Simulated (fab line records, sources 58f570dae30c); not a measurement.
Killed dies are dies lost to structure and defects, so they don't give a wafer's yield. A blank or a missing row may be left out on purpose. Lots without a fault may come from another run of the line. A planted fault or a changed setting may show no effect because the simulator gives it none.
Problem report in the 8D (eight disciplines) form, filled by code | flow berkeley_cmos170 | the parts of the form that need people (team, actions taken, sign-off) are left out

1. THE PROBLEM
killed_at_M0_to_M3 at UCB170_M3_PROBE_99 reads a mean of 29.0 on 6 wafers of 2 lots; wafers without a fault read 0.9 with a standard deviation of 1. That is +28 standard deviations from the usual mean.
First seen on wafer L931.1, day 11 22:19, on prober-01. The record holds 9 wafers of 3 lots with a number at this step. Rule for "out", or "out of limits": more than 4 standard deviations from the usual mean. The other wafers with a number count as sound.

2. WHAT IT IS AND WHAT IT IS NOT
question                    | is                                                                                                                            | is not
which readings at this step | killed_at_M0_to_M3, defect_limited_yield, killed_dies, sort_bin_3_pad_short, sort_bin_5_function, sort_n_pass, sort_yield_pct | killed_open, killed_short
which lots                  | L931, L933                                                                                                                    | L927
which wafers of those lots  | all that have a number                                                                                                        | -
read on which tools         | prober-01, prober-02                                                                                                          | -
when                        | from day 11 22:19                                                                                                             | up to then (3 sound wafers)

3. SUSPECTS, AND WHAT RULES EACH OUT
Counting: a tool at a process step up to the reading stays a suspect if it ran every lot that is out and no sound lot after the first of them.
- pvd_sputter-03 at UCB170_M1_SPUTTER_00 (material Al, target thk 600 nm, time 80 s): kept. It ran every lot that is out, first L931 (day 11 02:07), and no sound lot after that; its last sound lot up to then is L927 (day 11 01:08).
- plasma_asher-04 at UCB170_M2_STRIP_19 (strips in O2): kept. It ran every lot that is out, first L931 (day 11 15:19), and no sound lot after that.
Left after counting: pvd_sputter-03 at UCB170_M1_SPUTTER_00, plasma_asher-04 at UCB170_M2_STRIP_19.

4. THE CAUSE (what the simulator had put in)
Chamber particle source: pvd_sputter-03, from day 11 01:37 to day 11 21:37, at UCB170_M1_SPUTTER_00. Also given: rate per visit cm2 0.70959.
Counting left 2 suspects, and this tool is among them.

5. THE CHAIN OF EFFECTS, in route order
Each row: a reading whose mean over the struck wafers that have a number lies more than 3 standard deviations from the usual. Only readings for which the record gives a usual standard deviation are gone through. hours: the time from each lot's start at the first step in this table that gives one to its start at this step, as a median over the lots. sigmas: the change in usual standard deviations.
hours | step               | reading              | usual  | on struck wafers | change | sigmas
0     | UCB170_M3_PROBE_99 | defect_limited_yield | 98.8 % | 88.1             | -10.7  | -14
0     | UCB170_M3_PROBE_99 | killed_at_M0_to_M3   | 0.9    | 29.0             | +28.1  | +28
0     | UCB170_M3_PROBE_99 | killed_dies          | 3.0    | 31.3             | +28.3  | +14
0     | UCB170_M3_PROBE_99 | killed_on_rim        | 0.9    | 4.7              | +3.8   | +3.8
0     | UCB170_M3_PROBE_99 | sort_bin_3_pad_short | 0.1 %  | 2.2              | +2.1   | +13
0     | UCB170_M3_PROBE_99 | sort_bin_5_function  | 0.6 %  | 7.8              | +7.2   | +13
0     | UCB170_M3_PROBE_99 | sort_bin_6_memory    | 0.4 %  | 1.9              | +1.5   | +3.6
0     | UCB170_M3_PROBE_99 | sort_n_pass          | 261.0  | 232.7            | -28.3  | -14
0     | UCB170_M3_PROBE_99 | sort_yield_pct       | 98.8 % | 88.1             | -10.7  | -14
The process steps in it:
- UCB170_M3_PROBE_99

6. WHAT WOULD HAVE CAUGHT IT SOONER
In this record the first reading out of limits was taken at day 11 22:19, 21 hours after the fault began at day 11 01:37.
Of the tool readings at UCB170_M1_SPUTTER_00 for which the record gives a usual standard deviation, none was out on any struck wafer, so an alarm limit of 4 standard deviations on them would not have fired.
All the lots that are out (2) had begun UCB170_M1_SPUTTER_00 on pvd_sputter-03 by day 11 22:19. A hold on the tool at that time would have spared none of them.
